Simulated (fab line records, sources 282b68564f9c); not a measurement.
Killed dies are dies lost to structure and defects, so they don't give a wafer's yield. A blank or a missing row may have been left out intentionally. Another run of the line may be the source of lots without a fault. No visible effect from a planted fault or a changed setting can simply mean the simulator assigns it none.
Lot-split experiment + flow rit-cmos + 23 wafers read from 5 lots, route of 202 steps

== ON THE SPLIT ==
At RIT_PLDD_IMPLANT_08, the setting energy-kev was moved away from the recipe's 20 on 11 of the 23 wafers read, by -5.6% to -2.0%. All remaining wafers had this setting at the recipe value.

== FROM THE SPLIT TO THE READING: what the file shows between them, 13 steps ==
- RIT_PLDD_STRIP_09: strips in O2, time 180 s
- RIT_SPACER_CLEAN_00: cleans in SC1, time 600 s
- RIT_NSD_COAT_01: resist thk 1000 nm (also split here: resist-thk-nm)
- RIT_NSD_SOFTBAKE_02: time 60 s
- RIT_NSD_EXPOSE_03: exposes mask M9, target cd 40700 nm
- RIT_NSD_DEVELOP_05: develop time 50 s
- RIT_NSD_HARDBAKE_07: time 60 s
- RIT_PSD_COAT_01: resist thk 1000 nm (also split here: resist-thk-nm)
- RIT_PSD_DEVELOP_05: develop time 50 s (also split here: develop-time-s)
- RIT_PSD_HARDBAKE_07: time 60 s
- RIT_SDANNEAL_CLEAN_00: cleans in SC1, time 600 s (also split here: temp-c)
- RIT_SDANNEAL_CLEAN_01: cleans in dHF, time 30 s
- RIT_SDANNEAL_CLEAN_02: cleans in SC2, time 600 s

== THE READING ==
At RIT_SDANNEAL_RS_MEAS_06, a four-point-probe measurement gives PLDD_RS in ohm/sq. On this fab line, fault-free wafers typically give 178.6 ohm/sq with a standard deviation of 0.54 ohm/sq.

| wafer  | tool, chamber at the split | energy-kev as run | against the recipe | PLDD_RS, ohm/sq | against lot-mates on the recipe |
|--------|----------------------------|-------------------|--------------------|-----------------|---------------------------------|
| L074.1 | implanter-02, 0            | 19.61             | -2.0%              | 179.6           | +1.2                            |
| L074.2 | implanter-02, 0            | 19.61             | -2.0%              | 179.9           | +1.6                            |
| L074.3 | implanter-02, 0            | 20                | recipe             | 178.5           | -                               |
| L074.4 | implanter-02, 0            | 20                | recipe             | 178.2           | -                               |
| L074.5 | implanter-02, 0            | 19.61             | -2.0%              | 179.9           | +1.6                            |
| L081.1 | implanter-01, 0            | 19.13             | -4.4%              | 180.9           | +2.0                            |
| L081.2 | implanter-01, 0            | 19.13             | -4.4%              | 181.8           | +2.9                            |
| L081.3 | implanter-01, 0            | 20                | recipe             | 179.2           | -                               |
| L081.4 | implanter-01, 0            | 20                | recipe             | 178.8           | -                               |
| L081.5 | implanter-01, 0            | 20                | recipe             | 178.6           | -                               |
| L083.1 | implanter-03, 0            | 20                | recipe             | 178.8           | -                               |
| L083.2 | implanter-03, 0            | 20                | recipe             | 178.6           | -                               |
| L083.3 | implanter-03, 0            | 18.87             | -5.6%              | 181.8           | +3.1                            |
| L083.5 | implanter-03, 0            | 18.87             | -5.6%              | 182.8           | +4.1                            |
| L083.6 | implanter-03, 0            | 18.87             | -5.6%              | 181.9           | +3.2                            |
| L084.3 | implanter-03, 0            | 20                | recipe             | 178.6           | -                               |
| L084.5 | implanter-03, 0            | 20                | recipe             | 178.6           | -                               |
| L084.6 | implanter-03, 0            | 20                | recipe             | 178.4           | -                               |
| L085.1 | implanter-02, 0            | 19.29             | -3.6%              | 179.7           | +1.8                            |
| L085.2 | implanter-02, 0            | 20                | recipe             | 177.8           | -                               |
| L085.3 | implanter-02, 0            | 19.29             | -3.6%              | 180.1           | +2.2                            |
| L085.4 | implanter-02, 0            | 19.29             | -3.6%              | 179.9           | +2.0                            |
| L085.6 | implanter-02, 0            | 20                | recipe             | 178.0           | -                               |

FIT RESULTS
A straight line over all 23 wafers: PLDD_RS changes by -0.605 ohm/sq for each +1% of energy-kev; r = -0.94; the points scatter about the line by 0.47 ohm/sq.
The same after taking each lot's own level away (the mean of its wafers on the recipe; 23 wafers): -0.597 ohm/sq for each +1%; r = -0.98; scatter 0.29 ohm/sq.
According to that fit, moving energy-kev by its largest amount changes the reading by 3.4 ohm/sq.
The span of the lots' own levels, 177.90 to 178.87 ohm/sq, comes to 1.8 times the standard deviation stated above.
Consequently the slope shifts little with the lot-to-lot level, the two slopes agreeing.
Check: +3.46 ohm/sq against its lot-mates is what the line predicts for one of the wafers moved furthest among these (-5.6%) when that wafer is left out of the fit. Against them it came out at +3.1 ohm/sq.

== OTHER SPLITS APPLIED TO THESE WAFERS ==
Note: prior to the reading, these wafers also went through further splits. Each is held against what the fit with the lots' levels taken away leaves over:
| other split on the same wafers    | wafers away from the commonest value | r with PLDD_RS (lot level and that fit taken away) |
|-----------------------------------|--------------------------------------|----------------------------------------------------|
| RIT_NSD_COAT_01 resist-thk-nm     | 4                                    | -0.06                                              |
| RIT_PSD_COAT_01 resist-thk-nm     | 5                                    | +0.28                                              |
| RIT_PSD_DEVELOP_05 develop-time-s | 9                                    | +0.30                                              |
| RIT_SDANNEAL_CLEAN_00 temp-c      | 18                                   | +0.09                                              |

== THE WHOLE CHAIN: every reading that the file lists as answering this split, in the file's order ==
| step                    | what it does                 | reading                                                               | change (the file's fit)               | r (the file's) |
|-------------------------|------------------------------|-----------------------------------------------------------------------|---------------------------------------|----------------|
| RIT_PLDD_IMPLANT_08     |                              | implant.drp-nm (the simulator's own value, which no gauge read)       | +0.069 nm for each +1% of the setting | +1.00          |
| RIT_SDANNEAL_RS_MEAS_06 | measures by four-point-probe | PLDD_RS                                                               | -0.601 for each +1% of the setting    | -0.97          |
| RIT_M1_PROBE_99         |                              | etest.pldd.rs-ohm-sq (the simulator's own value, which no gauge read) | -7.79 for each +1% of the setting     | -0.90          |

== FILE'S OWN FIT ==
PLDD_RS changes by -0.601 ohm/sq for each +1% of energy-kev, r = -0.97.
